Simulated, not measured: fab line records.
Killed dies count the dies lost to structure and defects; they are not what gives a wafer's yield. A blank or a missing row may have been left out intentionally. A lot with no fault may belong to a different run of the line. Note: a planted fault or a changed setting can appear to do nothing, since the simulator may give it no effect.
A lot that was struck, set against a sound lot || flow rit_cmos || 23 steps out of a route of 202
Sound: the wafers L802.1, L802.2, L802.4. Struck: wafers L809.1, L809.2, L809.3. The cause comes at the end.
For every step that has rows: the tool of each side, followed by ch and its chambers, followed by its first start. Under that, the readings that differ: sound wafers || struck wafers || difference of the means || sigmas: that difference in standard deviations of wafers without a fault.
alike: words and numbers the same on both sides, and readings whose means are apart by under 2 such deviations; not compared: readings that were withheld, readings missing a value for some wafer, numbers with overlapping values and no deviation given by the record, and bounds like >300 which may hide the same value.
The two part at a step that has a row with sigmas, a row that says differs or no value, or rows on one side only. When numbers do not overlap yet have no deviation, they are printed without sigmas and do not part them. A reading that every wafer of one side lacks parts them only if that side has two wafers or more.

RIT_CONTACT_CD_MEAS_08: the cd target is 1000 nm.
  struck on cd_sem-02, day 6 18:19; sound on cd_sem-01, day 5 10:40
  alike: cd_nm
RIT_CONTACT_OVL_MEAS_09:
  struck on overlay-01, day 6 18:26; sound on overlay-01, day 5 10:47
  alike: CONTACT_OVL
then, 1 step without rows for these wafers: RIT_CONTACT_HARDBAKE_10 (time 60 s).
RIT_CONTACT_ETCH_11: etches SiO2 in CHF3/CF4/Ar, stops on TiSi2, target depth 480 nm, time 320 s.
  sound on rie_diel-03 ch 1,2,3, day 5 10:58; struck on rie_diel-03 ch 0,2,3, day 6 18:37
  alike: drypump_motor_current_A, oes_product_au, throttle_valve_pct
  not compared: rf_hours_counter_h
RIT_CONTACT_STRIP_12: strips in O2, time 180 s.
  sound on plasma_asher-03 ch 0,1, day 5 11:10; struck on plasma_asher-04 ch 0,1, day 6 18:49
  alike: drypump_motor_current_A, rf_refl_power_W
  not compared: rf_hours_counter_h
RIT_CONTACT_CD_MEAS_90: the cd target is 1000 nm.
  struck on cd_sem-02, day 6 18:59; sound on cd_sem-01, day 5 11:20
  alike: cd_nm
then, 2 steps without rows for these wafers: RIT_CONTACT_CLEAN_13 (cleans in SC1, time 600 s); RIT_CONTACT_CLEAN_14 (cleans in SC2, time 600 s).
RIT_M1_SPUTTER_00: material Al, target thk 400 nm, time 500 s.
  struck on pvd_sputter-01, day 6 19:28; sound on pvd_sputter-04, day 5 11:49
  alike: throttle_valve_pct
RIT_M1_RS_MEAS_01: measures by four-point-probe.
  struck on film_metro-04, day 6 19:45; sound on film_metro-04, day 5 12:07
  alike: M1_AL_RS
RIT_M1_THK_MEAS_02: measures by xrf.
  struck on film_metro-04, day 6 19:52; sound on film_metro-04, day 5 12:14
  alike: M1_AL_THK
then, 1 step without rows for these wafers: RIT_M1_HMDS_03 (prime time 60 s).
RIT_M1_COAT_04: resist thk 1300 nm.
  sound on litho_track-01 ch 0, day 5 12:27; struck on litho_track-01 ch 0, day 6 20:05
{"reading": "model.NOVOLAK_of_M1_COAT_04.thk_nm (nm)", "sound": "1300 1301 1299", "struck": "1119 1122 1121", "difference": -179, "sigmas": ""}
  alike: chill_plate_temp_C, spin_speed_rpm
then, 4 steps without rows for these wafers: RIT_M1_SOFTBAKE_05 (time 60 s); RIT_M1_EXPOSE_06 (exposes mask M12, target cd 2600 nm); RIT_M1_PEB_07; RIT_M1_DEVELOP_08 (develop time 68 s).
RIT_M1_CD_MEAS_09: the cd target is 2600 nm.
  struck on cd_sem-01, day 6 20:49; sound on cd_sem-01, day 5 13:21
{"reading": "cd_nm (nm)", "sound": "2601.8 2603.5 2602.5", "struck": "2583.3 2584.9 2583.1", "difference": -18.8, "sigmas": -9}
RIT_M1_OVL_MEAS_10:
  struck on overlay-02, day 6 20:56; sound on overlay-01, day 5 13:28
  alike: M1_OVL
then, 1 step without rows for these wafers: RIT_M1_HARDBAKE_11 (time 120 s).
RIT_M1_METAL_ETCH_12: etches Al in Cl2/BCl3, stops on SiO2, time 165 s, target depth 600 nm.
  sound on rie_metal-01 ch 0,1, day 5 13:51; struck on rie_metal-02 ch 0,1, day 6 21:13
{"reading": "model.NOVOLAK_of_M1_COAT_04.thk_nm (nm)", "sound": "809.2 801.5 798.6", "struck": "638.5 667.3 645.1", "difference": -152.8, "sigmas": ""}
{"reading": "model.M1.cd_nm (nm)", "sound": "2605 2603 2603", "struck": "2581 2586 2582", "difference": -21, "sigmas": ""}
  alike: drypump_motor_current_A, oes_product_au, throttle_valve_pct
  not compared: rf_hours_counter_h
then, 1 step without rows for these wafers: RIT_M1_STRIP_13 (strips in nmp, time 600 s).
RIT_M1_PROBE_99:
  struck on prober-02, day 6 23:53; sound on prober-01, day 5 16:06
{"reading": "model.etest.m1.width_nm (nm)", "sound": "2610 2601 2597", "struck": "2581 2582 2577", "difference": -23, "sigmas": ""}
  alike: defect_limited_yield, killed_at_contacts, killed_at_front_end, killed_dies, killed_open, killed_short, sort_bin_3_pad_short, sort_bin_5_function, sort_bin_6_memory, sort_n_pass, sort_yield_pct

== WHERE THEY PART ==
At RIT_M1_CD_MEAS_09 and nowhere else, as far as this record goes. Later steps at which nothing parts them and some readings are alike: RIT_M1_OVL_MEAS_10, RIT_M1_METAL_ETCH_12, RIT_M1_PROBE_99.

WHY: whatever the simulator had introduced
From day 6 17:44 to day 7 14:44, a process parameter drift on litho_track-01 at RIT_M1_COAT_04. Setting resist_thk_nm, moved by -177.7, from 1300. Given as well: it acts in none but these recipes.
